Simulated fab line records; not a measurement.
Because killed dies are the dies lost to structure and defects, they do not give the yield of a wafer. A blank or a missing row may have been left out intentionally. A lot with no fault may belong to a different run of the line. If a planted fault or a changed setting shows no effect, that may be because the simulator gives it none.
A sampling plan put to the test :: flow rit-cmos :: one fab line, 12 faults that these records tell of, each judged on the records of the lots that it struck
Plan = the line's own looks (route steps where a gauge or an inspection reads the wafer without altering it). Where struck wafers have a number at a look and the file lists that look's usual mean and standard deviation on fault-free wafers, the look can be judged. Caught: the struck wafers' mean, at a look after the fault's first step, is 4 or more of those standard deviations (sigma) away from the usual mean. On the tool: the identical test, applied to the tool's own readings at the steps of the fault. A different recipe on the struck wafers counts as caught too, as does a record blank only for those wafers.

## THE FAULTS, as the simulator had put them in
1. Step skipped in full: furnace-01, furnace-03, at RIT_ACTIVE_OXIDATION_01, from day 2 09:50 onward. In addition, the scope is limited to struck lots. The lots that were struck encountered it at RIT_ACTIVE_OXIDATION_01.
2. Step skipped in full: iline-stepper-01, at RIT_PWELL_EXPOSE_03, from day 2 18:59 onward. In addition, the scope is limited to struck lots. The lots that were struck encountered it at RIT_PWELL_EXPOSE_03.
3. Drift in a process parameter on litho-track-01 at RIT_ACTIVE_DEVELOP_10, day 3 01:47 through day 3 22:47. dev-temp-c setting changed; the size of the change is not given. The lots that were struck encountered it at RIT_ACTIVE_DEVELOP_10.
4. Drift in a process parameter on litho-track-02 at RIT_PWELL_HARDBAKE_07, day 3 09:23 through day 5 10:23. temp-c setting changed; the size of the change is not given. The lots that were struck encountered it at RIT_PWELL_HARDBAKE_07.
5. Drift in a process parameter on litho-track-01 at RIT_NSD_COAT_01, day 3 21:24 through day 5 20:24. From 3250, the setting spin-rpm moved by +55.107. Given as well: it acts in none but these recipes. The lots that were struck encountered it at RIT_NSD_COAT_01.
6. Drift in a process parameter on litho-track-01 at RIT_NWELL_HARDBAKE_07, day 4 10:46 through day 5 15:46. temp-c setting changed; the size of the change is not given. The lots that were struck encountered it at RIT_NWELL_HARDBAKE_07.
7. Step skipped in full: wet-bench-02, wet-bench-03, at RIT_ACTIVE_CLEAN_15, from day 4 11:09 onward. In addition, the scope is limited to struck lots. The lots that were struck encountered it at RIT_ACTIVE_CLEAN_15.
8. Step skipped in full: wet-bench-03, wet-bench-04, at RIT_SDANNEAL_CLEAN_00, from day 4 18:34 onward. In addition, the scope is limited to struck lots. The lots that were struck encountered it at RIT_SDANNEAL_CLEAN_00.
9. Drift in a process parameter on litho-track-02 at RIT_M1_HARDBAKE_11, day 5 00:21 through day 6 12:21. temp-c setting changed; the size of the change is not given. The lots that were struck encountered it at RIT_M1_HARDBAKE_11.
10. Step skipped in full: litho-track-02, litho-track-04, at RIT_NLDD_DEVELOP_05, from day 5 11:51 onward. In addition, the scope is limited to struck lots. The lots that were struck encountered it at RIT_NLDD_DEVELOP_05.
11. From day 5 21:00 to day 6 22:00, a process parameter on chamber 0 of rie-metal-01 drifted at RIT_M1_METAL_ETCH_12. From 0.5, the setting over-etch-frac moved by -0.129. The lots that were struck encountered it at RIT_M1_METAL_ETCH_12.
12. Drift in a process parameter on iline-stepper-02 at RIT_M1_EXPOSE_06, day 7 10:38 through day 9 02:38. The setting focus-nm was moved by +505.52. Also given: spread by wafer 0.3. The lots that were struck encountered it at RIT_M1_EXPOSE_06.

## WHAT THE PLAN SAW
fault: 1
on the tool itself: the tool's record is blank for the struck wafers
first look that catches it: no look after it can be judged
reading, sigma: -
median hours from its first step to that look: -
hours from the fault's start to the first struck lot there: -
judged looks passed uncaught: 0

fault: 2
on the tool itself: no reading that can be judged
first look that catches it: not the one look that can be judged after it
reading, sigma: -
median hours from its first step to that look: -
hours from the fault's start to the first struck lot there: -
judged looks passed uncaught: 1

fault: 3
on the tool itself: developer-temp-C -24 sigma
first look that catches it: not the one look that can be judged after it
reading, sigma: strongest: cd-nm at RIT_ACTIVE_CD_MEAS_11, -3.0
median hours from its first step to that look: -
hours from the fault's start to the first struck lot there: -
judged looks passed uncaught: 1

fault: 4
on the tool itself: heater-power-total-W +27 sigma
first look that catches it: no look after it can be judged
reading, sigma: -
median hours from its first step to that look: -
hours from the fault's start to the first struck lot there: -
judged looks passed uncaught: 0

fault: 5
on the tool itself: spin-speed-rpm +30 sigma
first look that catches it: no look after it can be judged
reading, sigma: -
median hours from its first step to that look: -
hours from the fault's start to the first struck lot there: -
judged looks passed uncaught: 0

fault: 6
on the tool itself: heater-power-total-W +19 sigma
first look that catches it: not the one look that can be judged after it
reading, sigma: -
median hours from its first step to that look: -
hours from the fault's start to the first struck lot there: -
judged looks passed uncaught: 1

fault: 7
on the tool itself: the tool's record is blank for the struck wafers
first look that catches it: none of the 2 looks that can be judged after it
reading, sigma: -
median hours from its first step to that look: -
hours from the fault's start to the first struck lot there: -
judged looks passed uncaught: 2

fault: 8
on the tool itself: the tool's record is blank for the struck wafers
first look that catches it: no look after it can be judged
reading, sigma: -
median hours from its first step to that look: -
hours from the fault's start to the first struck lot there: -
judged looks passed uncaught: 0

fault: 9
on the tool itself: heater-power-total-W -6.3 sigma
first look that catches it: no look after it can be judged
reading, sigma: -
median hours from its first step to that look: -
hours from the fault's start to the first struck lot there: -
judged looks passed uncaught: 0

fault: 10
on the tool itself: the tool's record is blank for the struck wafers
first look that catches it: no look after it can be judged
reading, sigma: -
median hours from its first step to that look: -
hours from the fault's start to the first struck lot there: -
judged looks passed uncaught: 0

fault: 11
on the tool itself: only faintly: oes-product-au +2.8 sigma
first look that catches it: no look after it can be judged
reading, sigma: -
median hours from its first step to that look: -
hours from the fault's start to the first struck lot there: -
judged looks passed uncaught: 0

fault: 12
on the tool itself: exposure-dose-mJ-cm2 -9.0 sigma
first look that catches it: no look after it can be judged
reading, sigma: -
median hours from its first step to that look: -
hours from the fault's start to the first struck lot there: -
judged looks passed uncaught: 0
Dash: fault not caught, or number not given in these records.

Caught at a look: 0 of 12. Caught on the tool: 10 of 12. By one or the other: 10 of 12.
Faults 1, 3, 4, 5, 6, 7, 8, 9, 10, 12 were caught on the tool alone.
Caught by neither: faults 2, 11.
